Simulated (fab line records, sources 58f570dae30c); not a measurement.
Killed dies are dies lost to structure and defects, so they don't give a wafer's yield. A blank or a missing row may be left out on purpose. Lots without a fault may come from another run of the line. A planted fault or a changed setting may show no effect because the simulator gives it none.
Split-lot experiment | flow berkeley_cmos170 | 5 lots, 23 wafers read, on a route of 331 steps

THE SPLIT
At UCB170_ACTIVE_EXPOSE_10 (exposes mask ACTIVE, target cd 1200 nm), the setting dose_mj was moved away from the recipe's 20 on 8 of the 23 wafers read, by -4.3% to +4.4%. The other wafers ran this setting at the recipe's value.

FROM THE SPLIT TO THE READING: what the file shows between them, 5 steps
- UCB170_ACTIVE_PEB_11
- UCB170_ACTIVE_DEVELOP_12: develop time 45 s
- UCB170_ACTIVE_CD_MEAS_13: target cd 1200 nm
- UCB170_ACTIVE_ETCH_15: etches Si3N4 in CH3F/Ar/O2, stops on SiO2, target depth 242 nm, time 151 s
- UCB170_ACTIVE_STRIP_16: strips in O2

THE READING
cd_nm, in nm, at UCB170_ACTIVE_CD_MEAS_90 (target cd 1200 nm). Fault-free wafers of this fab line usually give 1199.8 nm, standard deviation 1.2 nm.

wafer  | tool, chamber at the split | dose_mj as run | against the recipe | cd_nm, nm | against lot-mates on the recipe
L077.2 | krf_scanner-02, 0          | 20             | recipe             | 1198.6    | -
L077.3 | krf_scanner-02, 0          | 20             | recipe             | 1197.8    | -
L077.4 | krf_scanner-02, 0          | 20             | recipe             | 1198.9    | -
L075.1 | krf_scanner-02, 0          | 20.89          | +4.4%              | 1191.6    | -9.5
L075.2 | krf_scanner-02, 0          | 20.89          | +4.4%              | 1191.1    | -10.0
L075.3 | krf_scanner-02, 0          | 20             | recipe             | 1202.3    | -
L075.4 | krf_scanner-02, 0          | 20.89          | +4.4%              | 1194.3    | -6.8
L075.5 | krf_scanner-02, 0          | 20             | recipe             | 1199.9    | -
L078.1 | krf_scanner-01, 0          | 19.14          | -4.3%              | 1208.8    | +8.8
L078.2 | krf_scanner-01, 0          | 20             | recipe             | 1199.9    | -
L078.3 | krf_scanner-01, 0          | 20             | recipe             | 1200.1    | -
L078.5 | krf_scanner-01, 0          | 20             | recipe             | 1200.1    | -
L078.6 | krf_scanner-01, 0          | 19.14          | -4.3%              | 1208.9    | +8.9
L080.1 | krf_scanner-02, 0          | 20             | recipe             | 1197.7    | -
L080.2 | krf_scanner-02, 0          | 20             | recipe             | 1197.8    | -
L080.3 | krf_scanner-02, 0          | 20             | recipe             | 1198.0    | -
L080.5 | krf_scanner-02, 0          | 20             | recipe             | 1198.3    | -
L080.6 | krf_scanner-02, 0          | 20             | recipe             | 1196.7    | -
L084.1 | krf_scanner-02, 0          | 20.62          | +3.1%              | 1194.9    | -5.8
L084.2 | krf_scanner-02, 0          | 20.62          | +3.1%              | 1194.6    | -6.1
L084.3 | krf_scanner-02, 0          | 20             | recipe             | 1201.1    | -
L084.4 | krf_scanner-02, 0          | 20             | recipe             | 1200.3    | -
L084.6 | krf_scanner-02, 0          | 20.62          | +3.1%              | 1194.7    | -6.0

THE FIT
A straight line over all 23 wafers: cd_nm changes by -1.77 nm for each +1% of dose_mj; r = -0.94; the points scatter about the line by 1.5 nm.
The same after taking each lot's own level away (the mean of its wafers on the recipe; 23 wafers): -1.99 nm for each +1%; r = -0.99; scatter 0.74 nm.
On that fit, the largest move of dose_mj shifts the reading by 8.9 nm.
The lots' own levels span 1197.70 to 1201.10 nm, that is 2.8 times the standard deviation above.
So the lot-to-lot level changes the slope: the two fits differ.
Check: with one of the wafers moved furthest among these (+4.4%) left out of the fit, the line predicts -8.65 nm for it against its lot-mates. It came out at -9.5 nm against them.

OTHER SPLITS ON THESE WAFERS
These wafers also went through other splits before the reading. Each is held against what the fit with the lots' levels taken away leaves over:
other split on the same wafers   | wafers away from the commonest value | r with cd_nm (lot level and that fit taken away)
UCB170_START_OXIDATION_02 temp_c | 15                                   | +0.05

THE WHOLE CHAIN: every reading that the file lists as answering this split, in the file's order
step                     | what it does                                                               | reading                                                       | change (the file's fit)              | r (the file's)
UCB170_ACTIVE_CD_MEAS_13 | target cd 1200 nm                                                          | cd_nm                                                         | -1.91 nm for each +1% of the setting | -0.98
UCB170_ACTIVE_ETCH_15    | etches Si3N4 in CH3F/Ar/O2, stops on SiO2, target depth 242 nm, time 151 s | ACTIVE.cd_nm (the simulator's own value, which no gauge read) | -1.94 nm for each +1% of the setting | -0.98
UCB170_ACTIVE_CD_MEAS_90 | target cd 1200 nm                                                          | cd_nm                                                         | -1.99 nm for each +1% of the setting | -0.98

THE FILE'S OWN FIT
cd_nm changes by -1.99 nm for each +1% of dose_mj, r = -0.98.
